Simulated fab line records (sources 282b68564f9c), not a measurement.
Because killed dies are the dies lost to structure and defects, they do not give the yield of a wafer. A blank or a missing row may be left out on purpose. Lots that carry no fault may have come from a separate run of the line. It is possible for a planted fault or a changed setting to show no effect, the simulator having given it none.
What tool caused it? | flow rit_cmos | 42 wafers from 14 lots sampled at 2 of the route's 202 steps

WHAT THE GAUGES READ, wafer by wafer
RIT_CONTACT_THK_MEAS_01.
lot  | measured    | on            | CONTACT_TEOS_THK (nm)
L633 | day 3 02:46 | film_metro-01 | 395 391 402
L634 | day 3 08:55 | film_metro-01 | 401 405 400
L636 | day 3 19:07 | film_metro-03 | 387 393 389
L637 | day 3 23:24 | film_metro-01 | 394 391 394
L639 | day 4 10:37 | film_metro-01 | 392 394 387
L640 | day 4 19:16 | film_metro-01 | 386 388 396
L645 | day 5 19:02 | film_metro-01 | 389 395 398
L646 | day 6 01:45 | film_metro-02 | 790 776 799
L648 | day 6 08:27 | film_metro-03 | 762 788 784
L650 | day 6 19:53 | film_metro-01 | 397 387 401
L651 | day 7 01:47 | film_metro-03 | 381 393 387
L652 | day 7 04:21 | film_metro-03 | 386 388 391
L653 | day 7 11:32 | film_metro-03 | 398 396 406
L655 | day 7 17:27 | film_metro-02 | 388 397 399

WHICH TOOL RAN EACH LOT (tool, then ch and the chambers of the sampled wafers, then the start)
lot  | RIT_CONTACT_CVD_00
L633 | pecvd-02 ch 1,2, day 3 02:43
L634 | pecvd-04 ch 1,2, day 3 08:51
L636 | pecvd-02 ch 0,2, day 3 19:04
L637 | pecvd-04 ch 0,1,2, day 3 23:20
L639 | pecvd-02 ch 0,1, day 4 10:32
L640 | pecvd-04 ch 0,2, day 4 19:13
L645 | pecvd-02 ch 0,2, day 5 18:59
L646 | pecvd-04 ch 1,2, day 6 01:28
L648 | pecvd-02 ch 0,1,2, day 6 08:11
L650 | pecvd-01 ch 1,2, day 6 19:50
L651 | pecvd-02 ch 0,1, day 7 01:44
L652 | pecvd-04 ch 0,2, day 7 04:18
L653 | pecvd-01 ch 0,1,2, day 7 11:29
L655 | pecvd-04 ch 0,2, day 7 17:23
- RIT_CONTACT_CVD_00: deposits SiO2 from TEOS, target thk 400 nm, time 61 s.

AS READ BY THE TOOLS THEMSELVES (means over the sampled wafers that have a number; for cases with no such wafer, the mark the record gives instead)
RIT_CONTACT_CVD_00.
lot  | tool     | heater_power_w (W)
L633 | pecvd-02 | 323
L634 | pecvd-04 | 302
L636 | pecvd-02 | 388
L637 | pecvd-04 | 304
L639 | pecvd-02 | 363
L640 | pecvd-04 | 352
L645 | pecvd-02 | 381
L646 | pecvd-04 | 315
L648 | pecvd-02 | 318
L650 | pecvd-01 | 345
L651 | pecvd-02 | 373
L652 | pecvd-04 | 290
L653 | pecvd-01 | 332
L655 | pecvd-04 | 268

THE ANSWER, worked out from the rows above alone
Rule: what is usual is taken from the lots themselves. The widest of any qualifying gaps counts: lots, ordered by their means at a reading, are off when they make up no more than a third of the lots, leave a main group of 4 or more, and stand apart from it by 3 or more times the standard deviation of that group's means. The tables above print the reading to a certain number of digits; a main group whose means all agree to those digits is not used. Also off: a lot with no number at a reading for which 4 or more lots have one. All remaining lots with rows at the step are treated as sound. Order of review: gauges by route order, followed by the tools' own readings, for which a lot's mean as printed above is used. At the first step where some lot is off, the reading lying furthest off is the one used; lots without a number count as furthest.
Off: at RIT_CONTACT_THK_MEAS_01 (CONTACT_TEOS_THK), L646, L648. The main group has a mean of 393 nm with a standard deviation of 4.3.
If a tool, at a process step before that reading, ran all the lots that are off and no sound lot after the first of them, it fits. The gauges at RIT_CONTACT_THK_MEAS_01 are tried like those tools. Of those tried, none fits.

WHAT THE SIMULATOR PUT IN
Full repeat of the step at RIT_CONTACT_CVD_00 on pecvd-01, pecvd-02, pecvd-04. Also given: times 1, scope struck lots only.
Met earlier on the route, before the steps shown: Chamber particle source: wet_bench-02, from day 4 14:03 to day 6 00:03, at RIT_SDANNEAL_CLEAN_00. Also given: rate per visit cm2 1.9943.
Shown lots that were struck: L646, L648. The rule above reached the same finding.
